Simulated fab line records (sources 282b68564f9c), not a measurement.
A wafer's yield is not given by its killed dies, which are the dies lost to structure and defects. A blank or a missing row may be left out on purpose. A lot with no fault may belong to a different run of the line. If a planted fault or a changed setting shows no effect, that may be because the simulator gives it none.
Which tool was responsible? | flow rit_cmos | Sampling: 14 lots, 42 wafers, 3 of 202 route steps

## WHAT EACH GAUGE READ, for each wafer
RIT_NLDD_TW_MEAS_10. Usual: NLDD_TW typically reads 2502, with standard deviation 27.
lot  | measured    | on            | NLDD_TW        | flag
L824 | day 3 05:25 | film_metro-03 | 2504 2500 2498 |
L825 | day 3 18:26 | film_metro-02 | 2521 2521 2514 |
L826 | day 4 06:55 | film_metro-02 | 2523 2507 2502 |
L827 | day 4 10:41 | film_metro-01 | 2465 2456 2459 |
L828 | day 4 13:31 | film_metro-03 | 2521 2530 2528 |
L830 | day 4 19:34 | film_metro-03 | 2519 2525 2526 |
L831 | day 5 13:26 | film_metro-01 | 2632 2647 2628 | OFF
L832 | day 5 13:41 | film_metro-01 | 2485 2459 2469 |
L835 | day 5 21:07 | film_metro-02 | 2706 2698 2695 | OFF
L840 | day 6 17:15 | film_metro-02 | 2536 2528 2527 |
L842 | day 6 21:37 | film_metro-03 | 2512 2513 2511 |
L844 | day 7 05:20 | film_metro-02 | 2521 2509 2515 |
L846 | day 7 11:21 | film_metro-02 | 2499 2515 2520 |
L847 | day 7 18:54 | film_metro-03 | 2474 2478 2469 |

RIT_SDANNEAL_RS_MEAS_07: the measuring method here is four-point-probe. Usual: NLDD_RS typically reads 151.6 ohm/sq, with standard deviation 0.5.
lot  | measured    | on            | NLDD_RS (ohm/sq)  | flag
L824 | day 3 13:19 | film_metro-02 | 152.0 152.2 151.8 |
L825 | day 4 02:18 | film_metro-02 | 151.9 151.8 152.0 |
L826 | day 4 15:12 | film_metro-03 | 151.1 151.4 151.4 |
L827 | day 4 18:56 | film_metro-03 | 151.3 151.0 151.5 |
L828 | day 4 21:27 | film_metro-03 | 151.8 151.5 151.1 |
L830 | day 5 04:03 | film_metro-01 | 151.8 151.3 151.3 |
L831 | day 5 22:31 | film_metro-03 | 122.4 122.7 122.1 | OFF
L832 | day 5 22:40 | film_metro-02 | 151.9 152.4 152.9 |
L835 | day 6 07:19 | film_metro-03 | 122.6 122.6 122.5 | OFF
L840 | day 7 01:26 | film_metro-02 | 151.1 151.8 151.7 |
L842 | day 7 07:22 | film_metro-02 | 150.6 152.1 151.6 |
L844 | day 7 13:12 | film_metro-03 | 152.6 151.9 151.5 |
L846 | day 7 20:46 | film_metro-02 | 152.5 152.6 152.9 |
L847 | day 8 02:51 | film_metro-01 | 152.1 152.2 152.5 |

## WHICH TOOL RAN EACH LOT (tool, then ch and the chambers of the sampled wafers, then the start)
lot  | RIT_NLDD_IMPLANT_08
L824 | implanter-02 ch 0, day 3 05:07
L825 | implanter-01 ch 0, day 3 18:08
L826 | implanter-01 ch 0, day 4 06:38
L827 | implanter-02 ch 0, day 4 10:22
L828 | implanter-02 ch 0, day 4 13:11
L830 | implanter-02 ch 0, day 4 19:17
L831 | implanter-02 ch 0, day 5 13:07
L832 | implanter-01 ch 0, day 5 13:22
L835 | implanter-02 ch 0, day 5 20:49
L840 | implanter-01 ch 0, day 6 16:55
L842 | implanter-01 ch 0, day 6 21:17
L844 | implanter-01 ch 0, day 7 05:01
L846 | implanter-01 ch 0, day 7 11:02
L847 | implanter-01 ch 0, day 7 18:34
- RIT_NLDD_IMPLANT_08

## AS READ BY THE TOOLS THEMSELVES (means over the sampled wafers that have a number; for cases with no such wafer, the mark the record gives instead)
RIT_NLDD_IMPLANT_08. Usual: beam_energy_keV 20.000, standard deviation 0.0065; dose_ions_cm2 5e+14, standard deviation 4.5e+11; faraday_current_uA 1563, standard deviation 31.
lot  | tool         | beam_energy_keV | dose_ions_cm2 | faraday_current_uA | flag
L824 | implanter-02 | 20.000          | 5e+14         | 1597               |
L825 | implanter-01 | 20.003          | 5e+14         | 1549               |
L826 | implanter-01 | 19.993          | 5e+14         | 1544               |
L827 | implanter-02 | 20.001          | 5e+14         | 1572               |
L828 | implanter-02 | 19.999          | 5e+14         | 1558               |
L830 | implanter-02 | 20.003          | 5e+14         | 1579               |
L831 | implanter-02 | 20.008          | 6e+14         | 1999               | OFF
L832 | implanter-01 | 19.998          | 5e+14         | 1523               |
L835 | implanter-02 | 19.994          | 6e+14         | 2004               | OFF
L840 | implanter-01 | 20.004          | 5e+14         | 1550               |
L842 | implanter-01 | 19.997          | 5e+14         | 1575               |
L844 | implanter-01 | 19.995          | 5e+14         | 1581               |
L846 | implanter-01 | 20.004          | 5e+14         | 1560               |
L847 | implanter-01 | 20.004          | 5e+14         | 1569               |

## THE ANSWER, worked out from the rows above alone
Rule: a lot is off if the mean of its wafers that have a number lies more than 3 standard deviations from the usual mean. A lot without any number at a reading at which 4 lots or more have one is off too. All remaining lots with rows at the step are treated as sound. The gauges are gone through in route order, then the tools' own readings, and for those a lot's mean is taken as printed above. The first step at which some lot is off is used, and at that step the reading that is off furthest; a lot without a number counts as furthest.
Off: L831, L835, at RIT_NLDD_TW_MEAS_10 (NLDD_TW).
A tool fits if, at a process step before that reading, it ran every lot that is off, and no sound lot after the first of them. Not tried: the gauges at RIT_NLDD_TW_MEAS_10; whatever is off there is also off at RIT_SDANNEAL_RS_MEAS_07, on other tools, and gauge error can't account for it. One candidate fits, namely implanter-02 at RIT_NLDD_IMPLANT_08. A fault onset in the window from L830 (day 4 19:17, its last sound lot) to L831 (day 5 13:07, its first lot off) fits.
The tool's own readings at RIT_NLDD_IMPLANT_08 bear it out: on the lots that are off they differ by more than 5 times the standard deviation of the sound lots' means. dose_ions_cm2 reads 6e+14 there against 5e+14 on the sound lots; faraday_current_uA reads 2002 there against 1563 on the sound lots.

## WHAT THE SIMULATOR PUT IN
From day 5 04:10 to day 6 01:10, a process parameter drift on implanter-02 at RIT_NLDD_IMPLANT_08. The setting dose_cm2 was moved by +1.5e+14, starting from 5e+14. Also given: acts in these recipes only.
Struck lots among those shown: L831, L835. The rule above reached the same finding.
